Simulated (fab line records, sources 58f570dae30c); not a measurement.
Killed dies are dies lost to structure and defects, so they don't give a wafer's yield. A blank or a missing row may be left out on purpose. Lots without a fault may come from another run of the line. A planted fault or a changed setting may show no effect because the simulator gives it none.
Which tool did it? | flow berkeley_cmos170 | 15 lots, 45 wafers sampled, at 5 steps of a route of 331

WHAT THE GAUGES READ, wafer by wafer
UCB170_PWELL_THK_MEAS_03. Usual: PWELL_OXIDE_THK 26.2 nm, standard deviation 0.48.
lot  | measured    | on            | PWELL_OXIDE_THK (nm) | flag
L151 | day 3 00:41 | film_metro-01 | 26.7 26.3 26.7       |
L152 | day 3 04:37 | film_metro-01 | 26.0 26.3 26.0       |
L153 | day 3 04:38 | film_metro-02 | 25.9 25.6 25.9       |
L155 | day 3 17:00 | film_metro-02 | 26.4 26.6 26.7       |
L157 | day 4 00:45 | film_metro-01 | 25.6 25.6 25.7       |
L159 | day 4 09:11 | film_metro-01 | 25.9 25.8 26.2       |
L160 | day 4 17:47 | film_metro-04 | 26.1 26.0 26.1       |
L162 | day 5 03:25 | film_metro-02 | 26.1 26.3 26.1       |
L161 | day 5 03:25 | film_metro-04 | 26.7 26.5 26.8       |
L164 | day 5 13:15 | film_metro-02 | 25.5 26.2 25.6       |
L166 | day 6 07:43 | film_metro-01 | 25.9 25.6 25.5       |
L169 | day 6 17:40 | film_metro-04 | 26.0 26.0 25.7       |
L170 | day 6 20:40 | film_metro-01 | 26.1 26.4 26.1       |
L172 | day 7 01:11 | film_metro-04 | 26.6 26.6 26.7       |
L173 | day 7 16:04 | film_metro-01 | 26.6 26.4 26.5       |

UCB170_PWELL_THK_MEAS_06. Usual: PWELL_NITRIDE_THK 220.4 nm, standard deviation 2.1.
lot  | measured    | on            | PWELL_NITRIDE_THK (nm) | flag
L151 | day 3 05:13 | film_metro-02 | 215.8 218.1 216.8      |
L152 | day 3 09:17 | film_metro-01 | 221.1 221.0 223.1      |
L153 | day 3 09:19 | film_metro-02 | 217.7 218.9 215.3      |
L155 | day 3 22:06 | film_metro-01 | 222.3 221.9 222.3      |
L157 | day 4 06:46 | film_metro-04 | 219.5 222.2 219.3      |
L159 | day 4 15:21 | film_metro-02 | 217.5 217.2 218.9      |
L160 | day 4 22:37 | film_metro-04 | 220.9 218.7 219.8      |
L162 | day 5 13:49 | film_metro-01 | 221.4 220.6 220.2      |
L161 | day 5 13:49 | film_metro-02 | 221.9 219.6 219.8      |
L164 | day 5 21:28 | film_metro-04 | 219.6 218.7 217.6      |
L166 | day 6 12:49 | film_metro-01 | 219.5 219.7 219.3      |
L169 | day 6 23:35 | film_metro-01 | 218.6 220.5 221.3      |
L170 | day 7 00:32 | film_metro-04 | 220.9 220.8 220.5      |
L172 | day 7 06:43 | film_metro-04 | 224.6 224.8 224.2      |
L173 | day 7 20:54 | film_metro-04 | 221.3 221.7 223.9      |

UCB170_PFIELD_TW_MEAS_09. Usual: PFIELD_TW 601, standard deviation 3.
lot  | measured    | on            | PFIELD_TW               | flag
L151 | day 4 11:50 | film_metro-03 | 604 600 600             |
L152 | day 4 15:52 | film_metro-01 | 604 605 606             |
L153 | day 4 16:39 | film_metro-01 | 600 601 600             |
L155 | day 5 00:10 | film_metro-04 | 596 596 596             |
L157 | day 5 15:59 | film_metro-03 | 599 603 599             |
L159 | day 6 10:29 | film_metro-03 | 601 601 602             |
L160 | day 6 11:07 | film_metro-01 | 744 744 745 753 746 750 | OFF
L162 | day 7 00:58 | film_metro-01 | 603 605 604             |
L161 | day 7 01:45 | film_metro-04 | 595 596 594             |
L164 | day 7 01:25 | film_metro-01 | 754 750 748 748 749 747 | OFF
L166 | day 8 07:20 | film_metro-01 | 746 747 746 743 743 745 | OFF
L169 | day 8 14:23 | film_metro-04 | 601 603 601             |
L170 | day 8 14:30 | film_metro-03 | 599 599 599             |
L172 | day 8 14:46 | film_metro-03 | 598 601 596             |
L173 | day 8 22:08 | film_metro-01 | 599 598 598             |

UCB170_SACOX_THK_MEAS_02. Usual: SACOX_OXIDE_THK 14.47 nm, standard deviation 0.23.
lot  | measured    | on            | SACOX_OXIDE_THK (nm) | flag
L151 | day 5 10:40 | film_metro-03 | 14.34 14.20 14.34    |
L152 | day 5 10:39 | film_metro-02 | 14.14 14.26 14.19    |
L153 | day 5 10:41 | film_metro-01 | 14.31 13.95 14.19    |
L155 | day 5 22:34 | film_metro-03 | 14.71 14.86 14.64    |
L157 | day 6 17:27 | film_metro-01 | 14.36 14.63 14.38    |
L159 | day 7 00:17 | film_metro-01 | 14.64 14.25 14.45    |
L162 | day 7 16:28 | film_metro-03 | 14.35 14.39 14.56    |
L161 | day 7 16:23 | film_metro-02 | 14.02 14.04 14.31    |
L169 | day 9 04:59 | film_metro-01 | 14.82 15.00 14.67    |
L170 | day 9 05:00 | film_metro-03 | 14.70 14.56 14.86    |
L172 | day 9 05:03 | film_metro-03 | 14.42 14.69 14.32    |
L173 | day 9 12:20 | film_metro-03 | 14.30 14.26 14.26    |

WHICH TOOL RAN EACH LOT (tool, then ch and the chambers of the sampled wafers, then the start)
lot  | UCB170_PFIELD_IMPLANT_07
L151 | implanter-02 ch 0, day 4 11:36
L152 | implanter-01 ch 0, day 4 15:37
L153 | implanter-04 ch 0, day 4 16:27
L155 | implanter-04 ch 0, day 4 23:55
L157 | implanter-04 ch 0, day 5 15:46
L159 | implanter-01 ch 0, day 6 10:14
L160 | implanter-02 ch 0, day 6 10:18
L162 | implanter-04 ch 0, day 7 00:44
L161 | implanter-04 ch 0, day 7 01:30
L164 | implanter-04 ch 0, day 7 00:52
L166 | implanter-02 ch 0, day 8 06:47
L169 | implanter-01 ch 0, day 8 14:08
L170 | implanter-04 ch 0, day 8 14:16
L172 | implanter-04 ch 0, day 8 14:31
L173 | implanter-01 ch 0, day 8 21:54
- UCB170_PFIELD_IMPLANT_07

WHAT THE TOOLS THEMSELVES READ (means of the sampled wafers that have a number; where no wafer has one, the mark that the record gives instead)
The record holds no such reading with a usual standard deviation.

THE ANSWER, worked out from the rows above alone
Rule: a lot is off if the mean of its wafers that have a number lies more than 3 standard deviations from the usual mean. A lot without any number at a reading at which 4 lots or more have one is off too. The other lots that the step has rows for count as sound. The gauges are gone through in route order, then the tools' own readings, and for those a lot's mean is taken as printed above. The first step at which some lot is off is used, and at that step the reading that is off furthest; a lot without a number counts as furthest.
Off: L160, L164, L166, at UCB170_PFIELD_TW_MEAS_09 (PFIELD_TW).
A tool fits if, at a process step before that reading, it ran every lot that is off, and no sound lot after the first of them. The gauges at UCB170_PFIELD_TW_MEAS_09 are tried like those tools. None of those tried fits.

WHAT THE SIMULATOR HAD PUT IN
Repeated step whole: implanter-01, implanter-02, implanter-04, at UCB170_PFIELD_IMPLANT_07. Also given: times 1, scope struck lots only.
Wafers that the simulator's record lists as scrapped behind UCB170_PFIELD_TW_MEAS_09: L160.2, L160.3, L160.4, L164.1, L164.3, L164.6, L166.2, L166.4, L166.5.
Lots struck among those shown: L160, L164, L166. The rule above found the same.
